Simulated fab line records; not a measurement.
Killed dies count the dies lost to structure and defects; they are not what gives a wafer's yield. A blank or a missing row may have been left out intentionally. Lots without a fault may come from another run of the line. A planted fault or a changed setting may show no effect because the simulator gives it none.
fab line records	flow rit-cmos
record lots=14	wafers=42	last-day=7
route steps=202 shown ACTIVE@2 NWELL@38 PSD@148 SILICIDE@164 M1@202
lots that met no fault: taken from a fault-free run of the same line
start-h: start of the lot's first displayed wafer, in hours after the record's first day	wait-h: how many hours have passed since the lot's step before this one	" unchanged from the row above	L1.1+2: a row that stands for several wafers	- value missing, or start not given	* or withheld: withheld	< > ~ a bound
route shown NAME@n: names a module that has steps shown in the file, with the first one's number in the route	usual: average and standard deviation across the fault-free wafers	same: alike in all rows	chamber/n: place in a boat	sites: readings site by site	_std_site: the values' standard deviation	_edge_site: inner sites' mean taken away from outer sites' mean	radius-mm: for every site, how far away it sits from the centre of the wafer	mask NAME#n: copy n	behind: the tool/chamber that last shaped the wafer	hold: why the lot went on hold/how many hours it stayed there/how the hold came to an end	device: the n, p or np transistor that did not switch	end of line: at the end of the route, the tests of the same wafers	where a step has no rows: the recipe by itself	killed: not the wafer's yield, but the dies lost to structure and defects at the first sort	map: the dies of a wafer, with x for killed, . for not killed, _ for no die there
set.NAME: the setting that was run; set.NAME@STEP: the one run at that earlier step	model.NAME: the simulator's own value behind a step, which no gauge read
route steps across a sampled set of lots; one table per step, one row per wafer
services: when a tool's chamber went out of use (start-h, in hours from the record's first day, below 0 if earlier), for how many hours, and the reason
## steps
# step RIT_ACTIVE_OXIDATION_01
# recipe temp-c=1000	ambient=O2	target-thk-a=468	ox-time-s=3360
# usual tube_center_temp_C_max=1002.6/0.38	zone-power-load-pct=33.5/0.73
lot.wafer	tool	chamber	start-h	wait-h	tube_center_temp_C_max	zone-power-load-pct
L356.1	furnace-04	0	10.12	0.1	1002.7	32.8
L356.2	"	0	"	"	1002.7	32.6
L356.6	"	0	"	"	1002.7	32.7
L357.1	furnace-03	0	15.12	0.1	1002.2	34.8
L357.2	"	0	"	"	1002.8	34.1
L357.4	"	0	"	"	1002.5	34.6
L358.3	furnace-04	0	20.12	0.1	1002.7	33.1
L358.4	"	0	"	"	1002.3	32.6
L358.5	"	0	"	"	1002.7	33.0
L359.1	furnace-01	0	25.12	0.1	1002.6	34.0
L359.3	"	0	"	"	1002.6	33.9
L359.4	"	0	"	"	1001.9	33.7
L360.1	furnace-04	0	31.32	1.3	1002.5	32.9
L360.4	"	0	"	"	1002.3	32.9
L360.5	"	0	"	"	1002.9	32.5
L361.2	furnace-04	0	35.12	0.1	1002.7	33.1
L361.4	"	0	"	"	1002.6	33.3
L361.5	"	0	"	"	1002.5	32.8
L363.1	furnace-04	0	45.20	0.2	1002.1	32.7
L363.3	"	0	"	"	1002.4	33.1
L363.5	"	0	"	"	1002.3	32.5
L363.1	furnace-04	0	47.30	0.2	1002.0	32.8
L363.3	"	0	"	"	1001.9	33.7
L363.5	"	0	"	"	1003.0	32.4
L365.1	furnace-04	0	56.85	1.8	1002.7	32.7
L365.4	"	0	"	"	1003.3	32.9
L365.6	"	0	"	"	1002.5	32.9
L365.1	furnace-01	0	59.95	1.2	1002.7	34.0
L365.4	"	0	"	"	1002.4	33.8
L365.6	"	0	"	"	1002.8	33.5
L369.1	furnace-01	0	75.12	0.1	1002.0	33.9
L369.5	"	0	"	"	1002.2	33.9
L369.6	"	0	"	"	1002.4	33.3
L372.1	furnace-04	0	91.74	1.7	1002.1	33.1
L372.5	"	0	"	"	1002.3	32.7
L372.6	"	0	"	"	1002.2	32.9
L375.1	furnace-01	0	105.12	0.1	1002.4	34.4
L375.4	"	0	"	"	1002.6	34.1
L375.5	"	0	"	"	1002.5	33.8
L376.1	furnace-03	0	110.35	0.3	1002.9	34.5
L376.2	"	0	"	"	1002.4	34.2
L376.6	"	0	"	"	1002.3	34.1
L377.1	furnace-03	0	115.12	0.1	1002.4	34.2
L377.2	"	0	"	"	1002.9	34.8
L377.5	"	0	"	"	1002.4	34.7
L379.1	furnace-04	0	125.12	0.1	1002.7	32.3
L379.2	"	0	"	"	1002.9	32.7
L379.4	"	0	"	"	1002.5	32.6
# step RIT_ACTIVE_THK_MEAS_02
# recipe reads=SiO2_of_ACTIVE_OXIDATION_01
# usual ACTIVE_OXIDE_THK=46.9/0.82
lot.wafer	tool	chamber	start-h	wait-h	ACTIVE_OXIDE_THK[nm]
L356.1	film-metro-02	-	12.05	0.0	46.0
L356.2	"	-	"	"	46.5
L356.6	"	-	"	"	46.5
L357.1	film-metro-02	-	17.05	0.0	47.2
L357.2	"	-	"	"	48.0
L357.4	"	-	"	"	47.9
L358.3	film-metro-02	-	22.07	0.0	46.1
L358.4	"	-	"	"	45.4
L358.5	"	-	"	"	47.1
L359.1	film-metro-02	-	27.05	0.0	47.3
L359.3	"	-	"	"	47.7
L359.4	"	-	"	"	47.1
L360.1	film-metro-04	-	33.25	0.0	47.4
L360.4	"	-	"	"	46.8
L360.5	"	-	"	"	46.5
L361.2	film-metro-02	-	37.06	0.0	46.2
L361.4	"	-	"	"	46.6
L361.5	"	-	"	"	46.6
L363.1	film-metro-01	-	49.30	0.1	75.2
L363.3	"	-	"	"	73.5
L363.5	"	-	"	"	74.8
L365.1	film-metro-01	-	61.89	0.0	76.3
L365.4	"	-	"	"	76.6
L365.6	"	-	"	"	75.6
L369.1	film-metro-02	-	77.05	0.0	46.8
L369.5	"	-	"	"	46.5
L369.6	"	-	"	"	46.9
L372.1	film-metro-02	-	93.67	0.0	46.5
L372.5	"	-	"	"	47.5
L372.6	"	-	"	"	46.8
L375.1	film-metro-04	-	107.06	0.0	48.2
L375.4	"	-	"	"	48.0
L375.5	"	-	"	"	49.2
L376.1	film-metro-01	-	112.28	0.0	46.4
L376.2	"	-	"	"	46.6
L376.6	"	-	"	"	47.2
L377.1	film-metro-01	-	117.05	0.0	44.6
L377.2	"	-	"	"	45.1
L377.5	"	-	"	"	45.3
L379.1	film-metro-04	-	127.05	0.0	45.7
L379.2	"	-	"	"	46.7
L379.4	"	-	"	"	47.4
# step RIT_NWELL_TW_MEAS_10
# usual NWELL_TW=2129/11
lot.wafer	tool	chamber	start-h	wait-h	NWELL_TW
L356.1	film-metro-03	-	22.36	0.1	2114
L356.2	"	-	"	"	2112
L356.6	"	-	"	"	2116
L357.1	film-metro-02	-	25.91	0.1	2143
L357.2	"	-	"	"	2141
L357.4	"	-	"	"	2137
L358.3	film-metro-03	-	31.15	0.1	2137
L358.4	"	-	"	"	2127
L358.5	"	-	"	"	2124
L359.1	film-metro-03	-	37.19	0.1	2135
L359.3	"	-	"	"	2124
L359.4	"	-	"	"	2126
L360.1	film-metro-03	-	43.32	0.1	2132
L360.4	"	-	"	"	2122
L360.5	"	-	"	"	2127
L361.2	film-metro-02	-	47.66	0.1	2142
L361.4	"	-	"	"	2135
L361.5	"	-	"	"	2144
L363.1	film-metro-02	-	60.65	0.1	2130
L363.3	"	-	"	"	2127
L363.5	"	-	"	"	2132
L365.1	film-metro-02	-	73.42	0.1	2118
L365.4	"	-	"	"	2127
L365.6	"	-	"	"	2127
L369.1	film-metro-01	-	86.07	0.1	2153
L369.5	"	-	"	"	2156
L369.6	"	-	"	"	2154
L372.1	film-metro-02	-	102.39	0.1	2120
L372.5	"	-	"	"	2128
L372.6	"	-	"	"	2120
L375.1	film-metro-03	-	117.61	0.1	2129
L375.4	"	-	"	"	2138
L375.5	"	-	"	"	2136
L376.1	film-metro-03	-	121.23	0.1	2118
L376.2	"	-	"	"	2111
L376.6	"	-	"	"	2118
L377.1	film-metro-02	-	125.92	0.1	2129
L377.2	"	-	"	"	2126
L377.5	"	-	"	"	2126
L379.1	film-metro-02	-	137.22	0.1	2129
L379.2	"	-	"	"	2125
L379.4	"	-	"	"	2130
# step RIT_PSD_OVL_MEAS_06
# usual PSD_OVL=0.0/1.3
lot.wafer	tool	chamber	start-h	wait-h	PSD_OVL[nm]
L356.1	overlay-02	-	50.51	-	-0.1
L356.2	"	-	"	"	0.0
L356.6	"	-	"	"	1.6
L357.1	overlay-01	-	53.64	-	2.0
L357.2	"	-	"	"	0.5
L357.4	"	-	"	"	0.9
L358.3	overlay-02	-	57.91	-	1.6
L358.4	"	-	"	"	1.5
L358.5	"	-	"	"	1.4
L359.1	overlay-02	-	65.24	-	3.0
L359.3	"	-	"	"	2.1
L359.4	"	-	"	"	0.5
L360.1	overlay-01	-	72.65	-	-1.1
L360.4	"	-	"	"	-1.0
L360.5	"	-	"	"	-1.0
L361.2	overlay-02	-	75.54	-	1.1
L361.4	"	-	"	"	1.8
L361.5	"	-	"	"	0.8
L363.1	overlay-01	-	91.39	-	-1.3
L363.3	"	-	"	"	-1.1
L363.5	"	-	"	"	-1.4
L365.1	overlay-02	-	107.67	-	1.1
L365.4	"	-	"	"	0.1
L365.6	"	-	"	"	0.6
L369.1	overlay-02	-	114.97	-	0.8
L369.5	"	-	"	"	-0.8
L369.6	"	-	"	"	1.4
L372.1	overlay-02	-	130.23	-	-0.7
L372.5	"	-	"	"	1.4
L372.6	"	-	"	"	-1.5
L375.1	overlay-02	-	144.40	-	0.3
L375.4	"	-	"	"	0.5
L375.5	"	-	"	"	-0.8
L376.1	overlay-02	-	148.83	-	-1.4
L376.2	"	-	"	"	0.5
L376.6	"	-	"	"	0.8
L377.1	overlay-02	-	153.65	-	0.6
L377.2	"	-	"	"	2.0
L377.5	"	-	"	"	1.5
L379.1	overlay-02	-	163.53	-	0.2
L379.2	"	-	"	"	-0.8
L379.4	"	-	"	"	-1.3
# step RIT_SILICIDE_THK_MEAS_03
# recipe thk-meas-gauge=xrf	reads=Ti_of_SILICIDE_SPUTTER_01
# usual SILICIDE_TI_THK=30.0/0.33
lot.wafer	tool	chamber	start-h	wait-h	SILICIDE_TI_THK[nm]
L356.1	film-metro-03	-	52.27	0.1	30.3
L356.2	"	-	"	"	30.5
L356.6	"	-	"	"	30.4
L357.1	film-metro-03	-	55.40	0.1	29.9
L357.2	"	-	"	"	30.0
L357.4	"	-	"	"	30.2
L358.3	film-metro-03	-	59.68	0.1	29.7
L358.4	"	-	"	"	29.6
L358.5	"	-	"	"	29.7
L359.1	film-metro-04	-	67.00	0.1	30.2
L359.3	"	-	"	"	30.6
L359.4	"	-	"	"	30.5
L360.1	film-metro-04	-	74.41	0.1	30.0
L360.4	"	-	"	"	30.0
L360.5	"	-	"	"	30.1
L361.2	film-metro-04	-	77.30	0.1	29.8
L361.4	"	-	"	"	30.1
L361.5	"	-	"	"	30.2
L363.1	film-metro-03	-	93.15	0.1	29.7
L363.3	"	-	"	"	29.9
L363.5	"	-	"	"	29.9
L365.1	film-metro-02	-	109.90	0.1	29.5
L365.4	"	-	"	"	29.9
L365.6	"	-	"	"	29.4
L369.1	film-metro-03	-	116.73	0.1	30.3
L369.5	"	-	"	"	30.2
L369.6	"	-	"	"	30.4
L372.1	film-metro-03	-	132.16	0.1	29.9
L372.5	"	-	"	"	29.8
L372.6	"	-	"	"	29.9
L375.1	film-metro-03	-	146.16	0.1	30.6
L375.4	"	-	"	"	30.6
L375.5	"	-	"	"	30.4
L376.1	film-metro-03	-	150.58	0.1	29.3
L376.2	"	-	"	"	29.8
L376.6	"	-	"	"	30.1
L377.1	film-metro-03	-	155.42	0.1	30.0
L377.2	"	-	"	"	30.1
L377.5	"	-	"	"	30.0
L379.1	film-metro-03	-	165.28	0.1	30.1
L379.2	"	-	"	"	30.1
L379.4	"	-	"	"	29.7
# step RIT_M1_PROBE_99
# usual killed-at-contacts=0.1/0.27	killed-at-front-end=7/3	killed-dies=7.0/3	killed-open=3.5/2.1	killed-short=3.4/1.9
# same gross-dies=264	killed_at_M0_to_M3=0	killed_at_M4_up=0	killed-at-back-side=0	killed-at-other=0
lot.wafer	tool	chamber	start-h	wait-h	killed-at-contacts	killed-at-front-end	killed-dies	killed-open	killed-short
L363.1	prober-02	-	100.19	0.1	0	15	15	5	10
L363.3	prober-02	-	100.29	0.2	0	7	7	2	5
L363.5	prober-02	-	100.39	0.2	0	6	6	3	3
L365.1	prober-02	-	117.17	0.1	0	5	5	2	3
L365.4	prober-02	-	117.32	0.2	1	6	7	4	3
L365.6	prober-02	-	117.42	0.2	0	7	7	3	4
# killed by level:class
L363.1 GATE:geometric-particle:open=3 REOX:geometric-particle:short=3 SPACER:geometric-particle:short=3 FOX1:geometric-particle:short=1 FOX2:geometric-particle:short=1 GATE:geometric-particle:short=1 SPACER:geometric-particle:open=1 SILICIDE:geometric-particle:short=1
L363.3 REOX:geometric-particle:short=2 FOX1:geometric-particle:short=1 FOX2:geometric-particle:open=1 GATE:geometric-particle:short=1 REOX:geometric-particle:open=1 SPACER:geometric-particle:short=1
L363.5 FOX1:geometric-particle:open=1 FOX1:geometric-particle:short=1 FOX2:geometric-particle:short=1 REOX:geometric-particle:short=1 REOX:geometric-particle:open=1 SPACER:geometric-particle:open=1
L365.1 GATE:geometric-particle:short=2 GATE:geometric-particle:open=1 SILICIDE:geometric-particle:short=1 SILICIDE:geometric-particle:open=1
L365.4 FOX1:geometric-particle:short=1 FOX1:geometric-particle:open=1 FOX2:geometric-particle:open=1 GATE:geometric-particle:short=1 REOX:geometric-particle:open=1 SILICIDE:geometric-particle:open=1 CONTACT:geometric-particle:short=1
L365.6 FOX1:geometric-particle:open=1 FOX1:geometric-particle:short=1 GATE:geometric-particle:open=1 GATE:geometric-particle:short=1 SPACER:geometric-particle:short=1 SPACER:geometric-particle:open=1 SILICIDE:geometric-particle:short=1
## services
tool	chamber	start-h	hours	kind
furnace-01	-	14.34	3.0	pm
## key
first-sign step=RIT_ACTIVE_OXIDATION_01	reading=visit	direction=added
effect step=RIT_ACTIVE_THK_MEAS_02	reading=ACTIVE_OXIDE_THK	direction=up	sigmas=35	usual=46.9	struck=75.4
met-at RIT_ACTIVE_OXIDATION_01
struck-lots L363,L365
tester-left-out L363,L365
not-acting-at RIT_NWELL_TW_MEAS_10,RIT_PSD_OVL_MEAS_06,RIT_SILICIDE_THK_MEAS_03
fault kind=repeated-step-whole	tool=furnace-01,furnace-03,furnace-04	chamber=-	onset-h=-	steps=RIT_ACTIVE_OXIDATION_01	times=1	scope=struck-lots-only
# tester-left-out: of these lots the tester's yield and bins aren't shown, on N5 and GAA mostly nor the transistor test; their killed dies are dies lost to structure and defects alone, not to doping, threshold or leakage, so they don't give the yield
